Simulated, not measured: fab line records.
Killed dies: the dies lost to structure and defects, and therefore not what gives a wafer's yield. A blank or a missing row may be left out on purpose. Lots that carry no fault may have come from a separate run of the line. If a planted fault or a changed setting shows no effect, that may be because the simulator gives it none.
One fault through the eyes of 2 desks	flow ritCmos	numbers are kept per desk, each desk with only its own; the story behind them comes last

THE TOOL OWNER'S DESK: wetBench-04
The tool's own readings at RIT_SDANNEAL_CLEAN_00 (cleans in SC1, time 600 s): means of the sampled wafers that have a number, for each lot that ran on this tool. The brackets show how far a lot's mean lies from the usual mean; more than 4 standard deviations puts the lot out of limits, marked OUT.
Columns: A = bathGuardTempC at RIT_SDANNEAL_CLEAN_00, usual 75.0 C; B = tempC at RIT_SDANNEAL_CLEAN_00, usual 75.02 C
lot	first seen here	A	B
L667	day 3 11:07	74.5	75.03
L668	day 3 20:19	74.7	74.92
L669	day 3 23:23	75.0	75.17
L672	day 4 13:05	74.8	74.94
L674	day 4 23:00	75.3	75.06
L680	day 6 04:41	80.8 (+16) OUT	80.62 (+40) OUT
L685	day 7 05:24	74.7	75.05
This desk's verdict: out of limits on L680, starting with L680 at day 6 04:41 (bathGuardTempC at RIT_SDANNEAL_CLEAN_00). L667, L668, L669, L672, L674, L685 stayed within limits.

METROLOGY DESK
What the gauges read for every lot (on any tool): the sampled wafers with a number, averaged. The brackets show how far a lot's mean lies from the usual mean; more than 4 standard deviations puts the lot out of limits, marked OUT.
Columns: A = CONTACT_TEOS_THK at RIT_CONTACT_THK_MEAS_01, usual 400 nm
lot	first seen here	A
L665	day 3 04:00	399
L667	day 3 12:35	397
L668	day 3 21:47	398
L669	day 4 00:52	402
L670	day 4 05:14	400
L672	day 4 14:37	396
L674	day 5 00:32	400
L675	day 5 05:45	402
L678	day 5 19:05	399
L680	day 6 06:10	402
L681	day 6 10:41	396
L685	day 7 06:53	399
L686	day 7 10:45	404
This desk found nothing out of limits on any of the 13 lots.

TAKEN TOGETHER
On L680, at day 6 04:41, an alarm was possible from the tool owner's desk.
From the metrology desk's view, nothing was out of limits.
The metrology desk holds a record of L680, inside its limits.
The lots listed all ran RIT_SDANNEAL_CLEAN_00 on wetBench-04.

WHAT HAD BEEN PUT IN BY THE SIMULATOR
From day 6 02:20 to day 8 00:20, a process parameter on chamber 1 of wetBench-04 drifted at RIT_SDANNEAL_CLEAN_00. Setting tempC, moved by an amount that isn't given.
Lots struck among those shown: L680.
Each desk's first reading out of limits, in hours after the fault started: the tool owner's desk, 2.
